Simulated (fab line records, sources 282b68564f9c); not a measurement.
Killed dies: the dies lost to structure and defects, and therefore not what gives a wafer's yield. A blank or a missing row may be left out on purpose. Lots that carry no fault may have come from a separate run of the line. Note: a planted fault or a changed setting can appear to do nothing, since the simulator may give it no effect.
Split-lot experiment    flow rit-cmos    route with 202 steps; 5 lots, 23 wafers read

ABOUT THE SPLIT
At RIT_NSD_IMPLANT_08, the setting energy-kev was moved away from the recipe's 25 on 5 of the 23 wafers read, by +1.5% to +2.1%. The other wafers ran this setting at the recipe's value.

Reading taken at the split's own step.

THE READING
The simulator's own value implant.drp-nm, read by no gauge, in nm at RIT_NSD_IMPLANT_08. The file does not state a usual value for it.

wafer   tool, chamber at the split  energy-kev as run  against the recipe  implant.drp-nm, nm  against lot-mates on the recipe
L074.1  implanter-04, 0             25                 recipe              14.84               -
L074.2  implanter-04, 0             25                 recipe              14.84               -
L074.3  implanter-04, 0             25                 recipe              14.84               -
L074.4  implanter-04, 0             25                 recipe              14.84               -
L074.6  implanter-04, 0             25                 recipe              14.84               -
L080.3  implanter-03, 0             25                 recipe              14.84               -
L080.4  implanter-03, 0             25                 recipe              14.84               -
L080.5  implanter-03, 0             25                 recipe              14.84               -
L082.1  implanter-03, 0             25                 recipe              14.84               -
L082.2  implanter-03, 0             25                 recipe              14.84               -
L082.4  implanter-03, 0             25                 recipe              14.84               -
L082.5  implanter-03, 0             25                 recipe              14.84               -
L082.6  implanter-03, 0             25                 recipe              14.84               -
L083.1  implanter-03, 0             25.38              +1.5%               14.97               +0.13
L083.6  implanter-03, 0             25.38              +1.5%               14.97               +0.13
L083.2  implanter-03, 0             25                 recipe              14.84               -
L083.3  implanter-03, 0             25                 recipe              14.84               -
L083.4  implanter-03, 0             25                 recipe              14.84               -
L084.1  implanter-03, 0             25.52              +2.1%               15.02               +0.18
L084.2  implanter-03, 0             25.52              +2.1%               15.02               +0.18
L084.6  implanter-03, 0             25.52              +2.1%               15.02               +0.18
L084.3  implanter-03, 0             25                 recipe              14.84               -
L084.4  implanter-03, 0             25                 recipe              14.84               -

THE FIT
A straight line over all 23 wafers: implant.drp-nm changes by +0.0863 nm for each +1% of energy-kev; r = +1.00; the points scatter about the line by 0.00041 nm.
The same after taking each lot's own level away (the mean of its wafers on the recipe; 23 wafers): +0.0863 nm for each +1%; r = +1.00; scatter 0.00041 nm.
Per that fit: largest energy-kev move, reading shift of 0.18 nm.
The lots' own levels span 14.840 to 14.840 nm.
The two slopes agree, so the slope changes little with the lot-to-lot level.
Check: with one of the wafers moved furthest among these (+2.1%) left out of the fit, the line predicts +0.179 nm for it against its lot-mates. Against them it came out at +0.18 nm.

OTHER SPLITS APPLIED TO THESE WAFERS
Note: prior to the reading, these wafers also went through further splits. Each is held against what the fit with the lots' levels taken away leaves over:
other split on the same wafers        wafers away from the commonest value  r with implant.drp-nm (lot level and that fit taken away)
RIT_ACTIVE_CVD_03 nh3-flow-sccm       15                                    -0.23
RIT_ACTIVE_CLEAN_16 time-s            15                                    +0.62
RIT_NRETRO_SOFTBAKE_02 temp-c         10                                    -0.63
RIT_NRETRO_DEVELOP_05 develop-time-s  11                                    +0.33
RIT_GATE_DEVELOP_15 dev-temp-c        10                                    +0.36
RIT_REOX_OXIDATION_03 temp-c          18                                    +0.03
RIT_NLDD_IMPLANT_08 energy-kev        7                                     -0.02
RIT_PLDD_IMPLANT_08 dose-cm2          12                                    +0.31
RIT_SPACER_CVD_03 temp-c              5                                     +0.05

THE FILE'S OWN FIT
implant.drp-nm changes by +0.0892 nm for each +1% of energy-kev, r = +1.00.
